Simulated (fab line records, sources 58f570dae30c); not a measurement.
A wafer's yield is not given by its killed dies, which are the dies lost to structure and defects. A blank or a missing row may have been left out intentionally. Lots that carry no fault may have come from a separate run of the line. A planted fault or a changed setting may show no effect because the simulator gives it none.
A lot that was struck, set against a sound lot	flow berkeley cmos170	20 out of 331 route steps
Sound: the wafers L458.4, L458.5, L458.6. Wafers struck: L447.1, L447.3, L447.4. At the end, the cause is stated.
Order at every step that has rows: each side's tool, ch and its chambers, its first start. Under that, the readings that differ: sound wafers	struck wafers	difference of the means	sigmas: that difference in standard deviations of wafers without a fault.
alike: readings whose means differ by less than 2 such deviations, and words and numbers that are the same on both sides. not compared: withheld readings, readings that some wafer has no value for, bounds like >300 that may hide the same value, and numbers for which the record gives no deviation and whose values overlap.
Wherever a step has rows on one side only, a row that says differs or no value, or a row with sigmas, the two part there. Numbers that don't overlap but have no deviation are shown without sigmas and don't part them. A reading missing from all wafers of one side parts the sides only when that side holds two or more wafers.

first, 4 steps without rows for these wafers: UCB170_PLDD_SOFTBAKE_02 (time 60 s); UCB170_PLDD_EXPOSE_03 (exposes mask PSELECT, target cd 1200 nm); UCB170_PLDD_PEB_04; UCB170_PLDD_DEVELOP_05 (develop time 45 s).
UCB170_PLDD_CD_MEAS_06 targets a cd of 1200 nm.
  struck on cd sem-01, day 9 19:47; sound on cd sem-01, day 11 09:38
  alike: cd nm
UCB170_PLDD_OVL_MEAS_07:
  struck on overlay-02, day 9 19:55; sound on overlay-02, day 11 09:43
reading	sound	struck	difference	sigmas
PLDD_OVL (nm)	8 10 8	1 -7 -6	-13	-2
then, 2 steps without rows for these wafers: UCB170_PLDD_IMPLANT_08; UCB170_PLDD_IMPLANT_09.
UCB170_PLDD_STRIP_10: strips in O2.
  sound on plasma asher-03 ch 0,1, day 11 10:04; struck on plasma asher-03 ch 0,1, day 9 20:14
  alike: chamber pressure mTorr, drypump motor current A, o2 flow sccm, oes product au, strip time to endpoint s
  not compared: rf hours counter h
UCB170_PLDD_TW_MEAS_11:
  struck on film metro-03, day 9 20:20; sound on film metro-03, day 11 10:10
  alike: PLDD_TW
then, 2 steps without rows for these wafers: UCB170_PLDD_CLEAN_12 (cleans in SPM, time 600 s); UCB170_NLDD_HMDS_00 (prime time 60 s).
UCB170_NLDD_COAT_01: resist thk 900 nm.
  sound on litho track-04 ch 0, day 11 11:09; struck on litho track-04, day 9 22:50
  no value came back on the struck wafers for chill plate temp C (C), dispense pressure kPa (kPa); on the sound wafers chill plate temp C (C) reads 22.85 23.01 23.00
then, 4 steps without rows for these wafers: UCB170_NLDD_SOFTBAKE_02 (time 60 s); UCB170_NLDD_EXPOSE_03 (exposes mask NSELECT, target cd 1200 nm); UCB170_NLDD_PEB_04; UCB170_NLDD_DEVELOP_05 (develop time 45 s).
UCB170_NLDD_CD_MEAS_06 targets a cd of 1200 nm.
  struck on cd sem-02, day 9 23:40; sound on cd sem-01, day 11 12:10
reading	sound	struck	difference	sigmas
cd nm (nm)	1203.6 1201.1 1201.6	- - -	no value on the struck wafers	
UCB170_NLDD_OVL_MEAS_07:
  struck on overlay-01, day 9 23:47; sound on overlay-01, day 11 12:14
reading	sound	struck	difference	sigmas
NLDD_OVL (nm)	5 -3 -1	- - -	no value on the struck wafers	
UCB170_M3_PROBE_99:
  only the struck wafers here have rows in the record (prober-02, day 11 12:46); the sound ones have none

== WHERE THEY PART ==
Earliest at UCB170_PLDD_OVL_MEAS_07; latest, in this record, at UCB170_M3_PROBE_99.

WHY: the cause the simulator had injected
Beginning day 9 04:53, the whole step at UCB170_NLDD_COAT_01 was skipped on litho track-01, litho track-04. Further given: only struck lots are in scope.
